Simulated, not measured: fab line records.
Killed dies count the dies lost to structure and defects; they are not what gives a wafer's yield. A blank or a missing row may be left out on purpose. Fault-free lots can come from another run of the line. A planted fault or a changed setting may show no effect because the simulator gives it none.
A struck lot beside a sound one -- flow berkeley cmos170 -- 43 out of 331 route steps
Sound: wafers L432.2, L432.4, L432.5. Struck: wafers L451.1, L451.2, L451.5. The cause comes at the end.
Order at every step that has rows: each side's tool, ch and its chambers, its first start. Under that, the readings that differ: sound wafers -- struck wafers -- difference of the means -- sigmas: that difference in standard deviations of wafers without a fault.
alike: readings with means less than 2 such deviations apart, plus words and numbers identical on both sides. not compared: withheld readings, readings lacking a value on some wafer, bounds such as >300 that could conceal the same value, and numbers that have no deviation in the record and whose values overlap.
Wherever a step has rows on one side only, a row that says differs or no value, or a row with sigmas, the two part there. Non-overlapping numbers with no deviation appear without sigmas and do not part them. A reading missing from all wafers of one side parts the sides only when that side holds two or more wafers.

first, 1 step without rows for these wafers: UCB170_PWELL_IMPLANT_15.
UCB170_PWELL_STRIP_16: strips in O2.
  sound on plasma asher-02 ch 0,1, day 3 16:40; struck on plasma asher-03 ch 0,1, day 7 09:32
  alike: drypump motor current A, oes product au, strip time to endpoint s
  not compared: rf hours counter h
UCB170_PWELL_TW_MEAS_17:
  struck on film metro-01, day 7 09:38; sound on film metro-04, day 3 16:47
  alike: PWELL_TW
then, 5 steps without rows for these wafers: UCB170_PWELL_CLEAN_18 (cleans in SPM, time 600 s); UCB170_PWELL_WET_ETCH_19 (etches Si3N4 in H3PO4, time 14400 s); UCB170_PWELL_WET_ETCH_20 (etches SiO2 in BOE, time 22 s); UCB170_WELLDRIVE_CLEAN_00 (cleans in SPM, time 600 s); UCB170_WELLDRIVE_OXIDATION_01 (target thk 199 nm, ox time 9000 s).
UCB170_WELLDRIVE_THK_MEAS_02:
  struck on film metro-04, day 7 22:23; sound on film metro-01, day 4 07:30
  alike: WELLDRIVE_OXIDE_THK
then, 3 steps without rows for these wafers: UCB170_WELLDRIVE_ANNEAL_03 (time 900 s); UCB170_WELLDRIVE_WET_ETCH_04 (etches SiO2 in BOE, time 120 s); UCB170_ACTIVE_CLEAN_00 (cleans in SPM, time 600 s).
UCB170_ACTIVE_CLEAN_01: cleans in dHF, time 60 s.
  sound on wet bench-02 ch 3, day 4 16:01; struck on wet bench-02 ch 0, day 8 07:29
then, 1 step without rows for these wafers: UCB170_ACTIVE_OXIDATION_02 (target thk 26.4 nm, ox time 1260 s).
UCB170_ACTIVE_THK_MEAS_03:
  struck on film metro-03, day 8 15:56; sound on film metro-02, day 4 19:41
  alike: ACTIVE_OXIDE_THK
then, 2 steps without rows for these wafers: UCB170_ACTIVE_ANNEAL_04 (time 900 s); UCB170_ACTIVE_CVD_05 (deposits Si3N4 from SiH2Cl2/NH3, target thk 220 nm, time 3300 s).
UCB170_ACTIVE_THK_MEAS_06:
  struck on film metro-03, day 9 04:02; sound on film metro-03, day 5 05:04
  alike: ACTIVE_NITRIDE_THK
then, 6 steps without rows for these wafers: UCB170_ACTIVE_HMDS_07 (prime time 60 s); UCB170_ACTIVE_COAT_08 (resist thk 900 nm); UCB170_ACTIVE_SOFTBAKE_09 (time 60 s); UCB170_ACTIVE_EXPOSE_10 (exposes mask ACTIVE, target cd 1200 nm); UCB170_ACTIVE_PEB_11; UCB170_ACTIVE_DEVELOP_12 (develop time 45 s).
UCB170_ACTIVE_CD_MEAS_13: the cd target is 1200 nm.
  struck on cd sem-01, day 9 05:10; sound on cd sem-01, day 5 05:59
  alike: cd nm
UCB170_ACTIVE_OVL_MEAS_14:
  struck on overlay-02, day 9 05:17; sound on overlay-01, day 5 06:05
  alike: ACTIVE_OVL
UCB170_ACTIVE_ETCH_15: etches Si3N4 in CH3F/Ar/O2, stops on SiO2, target depth 242 nm, time 151 s.
  sound on rie diel-03 ch 1,2,3, day 5 06:07; struck on rie diel-03 ch 0,3, day 9 05:19
  alike: drypump motor current A, oes product au, throttle valve pct
  not compared: rf hours counter h
UCB170_ACTIVE_STRIP_16: strips in O2.
  sound on plasma asher-04 ch 0,1, day 5 06:13; struck on plasma asher-04 ch 0,1, day 9 05:26
  alike: drypump motor current A, oes product au, strip time to endpoint s
  not compared: rf hours counter h
UCB170_ACTIVE_CD_MEAS_90: the cd target is 1200 nm.
  struck on cd sem-02, day 9 05:32; sound on cd sem-01, day 5 06:20
  alike: cd nm
then, 7 steps without rows for these wafers: UCB170_ACTIVE_CLEAN_17 (cleans in SPM, time 600 s); UCB170_PFIELD_HMDS_00 (prime time 60 s); UCB170_PFIELD_COAT_01 (resist thk 900 nm); UCB170_PFIELD_SOFTBAKE_02 (time 60 s); UCB170_PFIELD_EXPOSE_03 (exposes mask PFIELD, target cd 1500 nm); UCB170_PFIELD_PEB_04; UCB170_PFIELD_DEVELOP_05 (develop time 45 s).
UCB170_PFIELD_OVL_MEAS_06:
  struck on overlay-02, day 9 06:53; sound on overlay-02, day 5 09:14
reading,sound,struck,difference,sigmas
PFIELD_OVL (nm),-1 0 5,-5 -20 -15,-15,-3
after that, 1 step had no rows for these wafers: UCB170_PFIELD_IMPLANT_07.
UCB170_PFIELD_STRIP_08: strips in O2.
  sound on plasma asher-02 ch 0,1, day 5 09:25; struck on plasma asher-03 ch 0,1, day 9 07:05
  alike: drypump motor current A, oes product au, strip time to endpoint s
  not compared: rf hours counter h
UCB170_PFIELD_TW_MEAS_09:
  struck on film metro-02, day 9 07:11; sound on film metro-02, day 5 09:32
  alike: PFIELD_TW
then, 2 steps without rows for these wafers: UCB170_FIELD_CLEAN_00 (cleans in dHF, time 7.5 s); UCB170_FIELD_OXIDATION_01 (target thk 558.3 nm, ox time 7200 s).
-- the record jumps here: 4 days lie between the struck wafers' starts before and after (it left off in module FIELD and takes up again in module M3, whose first step shown is number 331 of the route) --
UCB170_M3_PROBE_99:
  record: rows for the struck wafers here (prober-02, day 13 02:22), none for the sound ones

## WHERE THEY PART
At UCB170_PFIELD_OVL_MEAS_06 first; at UCB170_M3_PROBE_99 last (within this record only).

WHY: what had been put in by the simulator
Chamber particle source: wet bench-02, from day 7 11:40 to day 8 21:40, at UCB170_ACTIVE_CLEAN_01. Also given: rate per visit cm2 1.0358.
